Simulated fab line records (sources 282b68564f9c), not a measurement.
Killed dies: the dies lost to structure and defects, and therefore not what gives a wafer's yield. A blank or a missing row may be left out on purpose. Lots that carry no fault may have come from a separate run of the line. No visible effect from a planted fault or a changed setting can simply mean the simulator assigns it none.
Commonality check across tools    flow rit cmos    Sampled: 15 lots, 45 wafers

## WHAT PROMPTED THE OPENING
Of 15 lots, 3 have the reading FIELD_OXIDE_LEFT_2_THK flagged at RIT_FOX2_THK_MEAS_91. Wafers without a fault read 254 nm, standard deviation 7.3.
Rule: flag the lot when none of its wafers has a number, or when each of its wafers that has one lies beyond 4 standard deviations from that mean. The rest of the lots are taken to be sound.

lot   measured     on             FIELD_OXIDE_LEFT_2_THK (nm), wafer by wafer  flag
L615  day 2 09:48  film metro-01  239 236 232                                  
L616  day 2 12:55  film metro-04  249 255 252                                  
L618  day 3 00:05  film metro-04  250 247 246                                  
L619  day 3 05:45  film metro-01  251 255 257                                  
L621  day 3 13:35  film metro-04  267 264 266                                  
L622  day 3 19:59  film metro-03  266 262 254                                  
L624  day 4 05:51  film metro-04  251 255 253                                  
L625  day 4 10:08  film metro-01  246 248 248                                  
L626  day 4 14:47  film metro-03  251 252 253                                  
L627  day 4 20:08  film metro-03  256 264 262                                  
L629  day 5 06:11  film metro-01  254 251 252                                  
L633  day 6 02:30  film metro-03  313 316 316                                  FLAGGED
L634  day 6 07:35  film metro-04  306 309 304                                  FLAGGED
L635  day 6 11:17  film metro-03  305 307 308                                  FLAGGED
L638  day 7 04:58  film metro-01  266 264 262                                  
The mean of the flagged lots' numbers is 309 nm, +55 nm from the usual (+8 standard deviations).

## TOOL THAT RAN EACH LOT
3 process steps preceding the reading are held in the record, out of 202 steps in the route. Every cell lists first the tool, next ch and the chambers used by the sampled wafers, and last the start.
lot   flag     RIT_ACTIVE_STRIP_14                  RIT_NRETRO_STRIP_09                  RIT_GATE_WET_ETCH_00
L615           plasma asher-03 ch 0,1, day 1 15:31  plasma asher-02 ch 0,1, day 2 07:34  wet bench-04 ch 1, day 2 09:22
L616           plasma asher-04 ch 0,1, day 1 20:04  plasma asher-02 ch 0,1, day 2 10:42  wet bench-01 ch 3, day 2 12:29
L618           plasma asher-04 ch 0,1, day 2 06:02  plasma asher-01 ch 0,1, day 2 21:44  wet bench-04 ch 2, day 2 23:38
L619           plasma asher-01 ch 0,1, day 2 10:50  plasma asher-02 ch 0,1, day 3 03:25  wet bench-01 ch 3, day 3 05:20
L621           plasma asher-04 ch 0,1, day 2 20:50  plasma asher-03 ch 0,1, day 3 11:23  wet bench-04 ch 0, day 3 13:10
L622           plasma asher-01 ch 0,1, day 3 02:41  plasma asher-01 ch 0,1, day 3 17:35  wet bench-03 ch 1, day 3 19:34
L624           plasma asher-04 ch 1, day 3 12:31    plasma asher-02 ch 1, day 4 03:13    wet bench-01 ch 0, day 4 05:26
L625           plasma asher-03 ch 0,1, day 3 16:58  plasma asher-03 ch 0,1, day 4 07:36  wet bench-03 ch 3, day 4 09:44
L626           plasma asher-01 ch 0, day 3 21:58    plasma asher-02 ch 0,1, day 4 12:34  wet bench-01 ch 3, day 4 14:21
L627           plasma asher-03 ch 0,1, day 4 02:50  plasma asher-01 ch 0,1, day 4 17:35  wet bench-04 ch 3, day 4 19:32
L629           plasma asher-01 ch 0,1, day 4 12:50  plasma asher-02 ch 0,1, day 5 03:38  wet bench-03 ch 3, day 5 05:45
L633  FLAGGED  plasma asher-04 ch 0,1, day 5 08:56  plasma asher-02 ch 0,1, day 6 00:04  wet bench-04 ch 0, day 6 02:04
L634  FLAGGED  plasma asher-04 ch 0,1, day 5 13:58  plasma asher-01 ch 0,1, day 6 05:10  wet bench-03 ch 2, day 6 07:10
L635  FLAGGED  plasma asher-04 ch 0,1, day 5 18:50  plasma asher-02 ch 0,1, day 6 09:05  wet bench-04 ch 0, day 6 10:52
L638           plasma asher-04 ch 0,1, day 6 10:02  plasma asher-02 ch 0,1, day 7 02:48  wet bench-04 ch 0, day 7 04:32
What is done by these steps:
- RIT_ACTIVE_STRIP_14: strips in O2, time 180 s.
- RIT_NRETRO_STRIP_09: strips in O2, time 180 s.
- RIT_GATE_WET_ETCH_00: etches SiO2 in BOE, target depth 56 nm, time 60 s.
- RIT_FOX2_THK_MEAS_91

## FLAGGED OVER TOTAL, TOOL BY TOOL (the gauges that took the reading come last)
step                  tool             lots run  flagged  share of the flagged lots  sound lots run after its first flagged lot
RIT_ACTIVE_STRIP_14   plasma asher-01  4         0        none                       -
RIT_ACTIVE_STRIP_14   plasma asher-03  3         0        none                       -
RIT_ACTIVE_STRIP_14   plasma asher-04  8         3        all                        1 (L638)
RIT_NRETRO_STRIP_09   plasma asher-01  4         1        some                       0
RIT_NRETRO_STRIP_09   plasma asher-02  9         2        some                       1 (L638)
RIT_NRETRO_STRIP_09   plasma asher-03  2         0        none                       -
RIT_GATE_WET_ETCH_00  wet bench-01     4         0        none                       -
RIT_GATE_WET_ETCH_00  wet bench-03     4         1        some                       0
RIT_GATE_WET_ETCH_00  wet bench-04     7         2        some                       1 (L638)
RIT_FOX2_THK_MEAS_91  film metro-01    5         0        none                       -
RIT_FOX2_THK_MEAS_91  film metro-03    5         2        some                       0
RIT_FOX2_THK_MEAS_91  film metro-04    5         1        some                       0

## WHAT THE TABLE PERMITS
In the table, 1 row covers all flagged lots: plasma asher-04 at RIT_ACTIVE_STRIP_14.
- plasma asher-04 at RIT_ACTIVE_STRIP_14: 3 of its 8 lots flagged. After the first flagged lot (L638), sound lots still ran on it; a lasting fault on the whole tool would not permit that.
Every row of the table either missed a flagged lot or ran a sound lot after the first.

## WHAT WAS PUT IN BY THE SIMULATOR
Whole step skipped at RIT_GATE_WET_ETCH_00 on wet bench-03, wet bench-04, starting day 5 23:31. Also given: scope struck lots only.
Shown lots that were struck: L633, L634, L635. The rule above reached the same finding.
